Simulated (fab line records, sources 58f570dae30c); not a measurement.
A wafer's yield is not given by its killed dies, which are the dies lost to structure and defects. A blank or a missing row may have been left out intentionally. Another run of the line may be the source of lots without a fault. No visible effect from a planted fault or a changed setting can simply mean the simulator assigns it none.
Which of the tools did it? / flow berkeley-cmos170 / 45 wafers sampled from 15 lots at 1 step of a route of 331

WHAT THE GAUGES SHOWED, per wafer
The record lacks any reading of a measuring or inspecting step that a usual standard deviation could be used to judge.

TOOL THAT RAN EACH LOT (tool first, then ch and the chambers of the sampled wafers, then the start)
lot=L271; UCB170_CONTACT_PEB_13=litho-track-04 ch 0, day 7 01:59
lot=L274; UCB170_CONTACT_PEB_13=litho-track-03 ch 0, day 7 06:36
lot=L276; UCB170_CONTACT_PEB_13=litho-track-01 ch 0, day 7 23:19
lot=L278; UCB170_CONTACT_PEB_13=litho-track-01 ch 0, day 8 20:53
lot=L277; UCB170_CONTACT_PEB_13=litho-track-03 ch 0, day 8 21:13
lot=L279; UCB170_CONTACT_PEB_13=litho-track-01 ch 0, day 9 07:48
lot=L280; UCB170_CONTACT_PEB_13=litho-track-04 ch 0, day 9 07:50
lot=L283; UCB170_CONTACT_PEB_13=litho-track-01 ch 0, day 10 00:58
lot=L284; UCB170_CONTACT_PEB_13=litho-track-04 ch 0, day 10 16:10
lot=L287; UCB170_CONTACT_PEB_13=litho-track-01, day 10 23:26
lot=L285; UCB170_CONTACT_PEB_13=litho-track-04, day 10 23:40
lot=L286; UCB170_CONTACT_PEB_13=litho-track-01, day 10 23:52
lot=L289; UCB170_CONTACT_PEB_13=litho-track-03 ch 0, day 11 17:04
lot=L288; UCB170_CONTACT_PEB_13=litho-track-01 ch 0, day 11 17:46
lot=L292; UCB170_CONTACT_PEB_13=litho-track-04 ch 0, day 12 21:23
- UCB170_CONTACT_PEB_13

AS READ BY THE TOOLS THEMSELVES (means over the sampled wafers that have a number; for cases with no such wafer, the mark the record gives instead)
UCB170_CONTACT_PEB_13.
lot=L271; tool=litho-track-04; chill-plate-temp-C (C)=23.05; exhaust-pa (Pa)=44.2
lot=L274; tool=litho-track-03; chill-plate-temp-C (C)=23.14; exhaust-pa (Pa)=44.6
lot=L276; tool=litho-track-01; chill-plate-temp-C (C)=23.01; exhaust-pa (Pa)=45.5
lot=L278; tool=litho-track-01; chill-plate-temp-C (C)=23.03; exhaust-pa (Pa)=44.0
lot=L277; tool=litho-track-03; chill-plate-temp-C (C)=22.92; exhaust-pa (Pa)=45.9
lot=L279; tool=litho-track-01; chill-plate-temp-C (C)=22.94; exhaust-pa (Pa)=44.9
lot=L280; tool=litho-track-04; chill-plate-temp-C (C)=23.02; exhaust-pa (Pa)=43.9
lot=L283; tool=litho-track-01; chill-plate-temp-C (C)=22.91; exhaust-pa (Pa)=45.0
lot=L284; tool=litho-track-04; chill-plate-temp-C (C)=23.03; exhaust-pa (Pa)=44.2
lot=L287; tool=litho-track-01; chill-plate-temp-C (C)=-; exhaust-pa (Pa)=-
lot=L285; tool=litho-track-04; chill-plate-temp-C (C)=-; exhaust-pa (Pa)=-
lot=L286; tool=litho-track-01; chill-plate-temp-C (C)=-; exhaust-pa (Pa)=-
lot=L289; tool=litho-track-03; chill-plate-temp-C (C)=23.02; exhaust-pa (Pa)=44.4
lot=L288; tool=litho-track-01; chill-plate-temp-C (C)=22.88; exhaust-pa (Pa)=44.4
lot=L292; tool=litho-track-04; chill-plate-temp-C (C)=22.97; exhaust-pa (Pa)=45.2

THE ANSWER, worked out from the rows above alone
Rule: the usual values come from the lots themselves. Put in order of their means at a reading, lots are off if they are a third of the lots or fewer, leave a main group of 4 or more, and stand apart from it by a gap of 3 or more times the standard deviation of the main group's means; of several such gaps the widest counts. A main group is skipped when, at the precision printed for the reading in the tables above, its means are all equal. A lot without any number at a reading at which 4 lots or more have one is off too. Any other lot the step has rows for is counted as sound. First the gauges in route order, then the tools' own readings, where a lot's mean is used as printed above. At the first step where some lot is off, the reading lying furthest off is the one used; lots without a number count as furthest.
Off at UCB170_CONTACT_PEB_13 (chill-plate-temp-C): L287, L285, L286. Without a number there: L287, L285, L286. The main group: mean 22.99 C, standard deviation 0.069.
A tool fits if, at that step or a process step before it, it ran every lot that is off, and no sound lot after the first of them. No candidate that was tried fits.

WHAT WAS PUT IN BY THE SIMULATOR
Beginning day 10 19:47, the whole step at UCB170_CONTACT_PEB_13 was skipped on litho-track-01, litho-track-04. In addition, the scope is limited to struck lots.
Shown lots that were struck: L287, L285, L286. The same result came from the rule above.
